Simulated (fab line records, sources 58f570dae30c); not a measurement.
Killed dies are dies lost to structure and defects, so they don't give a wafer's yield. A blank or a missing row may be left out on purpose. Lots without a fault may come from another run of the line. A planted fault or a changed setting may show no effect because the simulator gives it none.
Split-lot experiment | flow berkeley_cmos170 | 5 lots, 23 wafers read, on a route of 331 steps

THE SPLIT
At UCB170_BACKSIDE_COAT_01 (resist thk 900 nm), the setting spin_rpm was moved away from the recipe's 1500 rpm on 7 of the 23 wafers read, by -6.5% to +4.1%. The other wafers ran this setting at the recipe's value.

The reading is taken at the split's own step.

THE READING
KrF_of_BACKSIDE_COAT_01.thk_nm (the simulator's own value, which no gauge read), in nm, at UCB170_BACKSIDE_COAT_01 (resist thk 900 nm). The file gives no usual value for it. The 16 wafers here that ran the recipe average 899.4 nm, standard deviation 1.5 nm.

wafer  | tool, chamber at the split | spin_rpm as run, rpm | against the recipe | KrF_of_BACKSIDE_COAT_01.thk_nm, nm | against lot-mates on the recipe
L074.2 | litho_track-01, 0          | 1500                 | recipe             | 896.4                              | -
L074.3 | litho_track-01, 0          | 1500                 | recipe             | 899.4                              | -
L074.4 | litho_track-01, 0          | 1500                 | recipe             | 899.6                              | -
L074.5 | litho_track-01, 0          | 1561                 | +4.1%              | 881.5                              | -17.0
L074.6 | litho_track-01, 0          | 1561                 | +4.1%              | 881.3                              | -17.2
L076.1 | litho_track-02, 0          | 1500                 | recipe             | 895.9                              | -
L076.2 | litho_track-02, 0          | 1500                 | recipe             | 898.8                              | -
L076.3 | litho_track-02, 0          | 1500                 | recipe             | 899.9                              | -
L080.1 | litho_track-01, 0          | 1500                 | recipe             | 902                                | -
L080.2 | litho_track-01, 0          | 1500                 | recipe             | 899                                | -
L080.3 | litho_track-01, 0          | 1500                 | recipe             | 898.9                              | -
L080.4 | litho_track-01, 0          | 1500                 | recipe             | 900.4                              | -
L080.6 | litho_track-01, 0          | 1500                 | recipe             | 900.8                              | -
L084.1 | litho_track-04, 0          | 1500                 | recipe             | 899.7                              | -
L084.2 | litho_track-04, 0          | 1403                 | -6.5%              | 931.4                              | +32.0
L084.3 | litho_track-04, 0          | 1500                 | recipe             | 899                                | -
L084.4 | litho_track-04, 0          | 1403                 | -6.5%              | 928.4                              | +29.0
L084.5 | litho_track-04, 0          | 1403                 | -6.5%              | 930.7                              | +31.4
L082.1 | litho_track-01, 0          | 1537                 | +2.5%              | 890.1                              | -10.0
L082.2 | litho_track-01, 0          | 1500                 | recipe             | 900.1                              | -
L082.3 | litho_track-01, 0          | 1500                 | recipe             | 900.1                              | -
L082.6 | litho_track-01, 0          | 1500                 | recipe             | 900.1                              | -
L082.4 | litho_track-01, 0          | 1537                 | +2.5%              | 887.9                              | -12.2

THE FIT
A straight line over all 23 wafers: KrF_of_BACKSIDE_COAT_01.thk_nm changes by -4.65 nm for each +1% of spin_rpm; r = -0.99; the points scatter about the line by 1.5 nm.
The same after taking each lot's own level away (the mean of its wafers on the recipe; 23 wafers): -4.63 nm for each +1%; r = -1.00; scatter 1.3 nm.
On that fit, the largest move of spin_rpm shifts the reading by 30 nm.
The lots' own levels span 898.20 to 900.22 nm, that is 1.4 times the standard deviation above.
So the lot-to-lot level changes the slope little: the two slopes agree.
Check: with one of the wafers moved furthest among these (-6.5%) left out of the fit, the line predicts +29.5 nm for it against its lot-mates. It came out at +32 nm against them.

THE WHOLE CHAIN: every reading that the file lists as answering this split, in the file's order
step                     | what it does      | reading                                                                         | change (the file's fit)              | r (the file's)
UCB170_BACKSIDE_COAT_01  | resist thk 900 nm | KrF_of_BACKSIDE_COAT_01.thk_nm (the simulator's own value, which no gauge read) | -4.59 nm for each +1% of the setting | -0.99
UCB170_BACKSIDE_STRIP_03 | strips in O2      | strip_time_to_endpoint_s                                                        | withheld for each +1% of the setting | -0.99

THE FILE'S OWN FIT
KrF_of_BACKSIDE_COAT_01.thk_nm changes by -4.59 nm for each +1% of spin_rpm, r = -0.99.
